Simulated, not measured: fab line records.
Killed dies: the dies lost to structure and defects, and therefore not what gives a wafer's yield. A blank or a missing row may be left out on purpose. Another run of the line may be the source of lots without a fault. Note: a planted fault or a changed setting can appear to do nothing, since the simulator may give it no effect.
A lot that was struck, set against a sound lot ; flow berkeleyCmos170 ; 14 steps out of a route of 331
Sound: the wafers L454.2, L454.3, L454.6. Wafers L451.1, L451.3, L451.6 were the ones struck. The cause comes at the end.
For every step that has rows: the tool of each side, followed by ch and its chambers, followed by its first start. Under that, the readings that differ: sound wafers ; struck wafers ; difference of the means ; sigmas: that difference in standard deviations of wafers without a fault.
alike: words and numbers the same on both sides, and readings whose means are apart by under 2 such deviations; not compared: readings that were withheld, readings missing a value for some wafer, numbers with overlapping values and no deviation given by the record, and bounds like >300 which may hide the same value.
The two part at a step that has a row with sigmas, a row that says differs or no value, or rows on one side only. Non-overlapping numbers with no deviation appear without sigmas and do not part them. A reading that every wafer of one side lacks parts them only if that side has two wafers or more.

first, 2 steps without rows for these wafers: UCB170_CONTACT_CLEAN_00 (cleans in SPM, time 600 s); UCB170_CONTACT_CVD_01 (deposits PSG from SiH4/O2/PH3, target thk 700 nm, time 2820 s).
UCB170_CONTACT_THK_MEAS_02:
  sound on filmMetro-03 at day 10 02:40; struck on filmMetro-02 at day 9 15:21
  alike: CONTACT_PSG_THK
then, 3 steps without rows for these wafers: UCB170_CONTACT_HMDS_03 (prime time 60 s); UCB170_CONTACT_COAT_04 (resist thk 900 nm); UCB170_CONTACT_SOFTBAKE_05 (time 60 s).
UCB170_CONTACT_STRIP_06: strips in O2.
  sound on plasmaAsher-03 ch 0,1, day 10 03:31; struck on plasmaAsher-03 ch 0,1, day 9 15:52
  alike: drypumpMotorCurrentA, oesProductAu, stripTimeToEndpointS
  not compared: rfHoursCounterH
then, 1 step without rows for these wafers: UCB170_CONTACT_CLEAN_07 (cleans in SPM, time 600 s).
UCB170_CONTACT_RTA_08: time 10 s.
  sound on rtpAnneal-02 ch 0, day 10 03:48; struck on rtpAnneal-01 ch 0, day 9 16:59
  alike: lampPowerPct, wafer_temp_C_max
then, 3 steps without rows for these wafers: UCB170_CONTACT_COAT_09; UCB170_CONTACT_COAT_10 (resist thk 900 nm); UCB170_CONTACT_SOFTBAKE_11 (time 60 s).
UCB170_CONTACT_EXPOSE_12: exposes mask CONT, target cd 700 nm.
  struck on krfScanner-02, day 9 17:56; sound on krfScanner-01 ch 0, day 10 04:23
  no value came back on the struck wafers for exposureDoseMJCm2, focusOffsetNm (nm), reticleTempC (C), sigmaOuter; on the sound wafers exposureDoseMJCm2 reads 35.08 35.05 35.06
  alike: mask
then, 1 step without rows for these wafers: UCB170_CONTACT_PEB_13.

WHERE THEY PART
Only at UCB170_CONTACT_EXPOSE_12, within this record.

WHY: whatever the simulator had introduced
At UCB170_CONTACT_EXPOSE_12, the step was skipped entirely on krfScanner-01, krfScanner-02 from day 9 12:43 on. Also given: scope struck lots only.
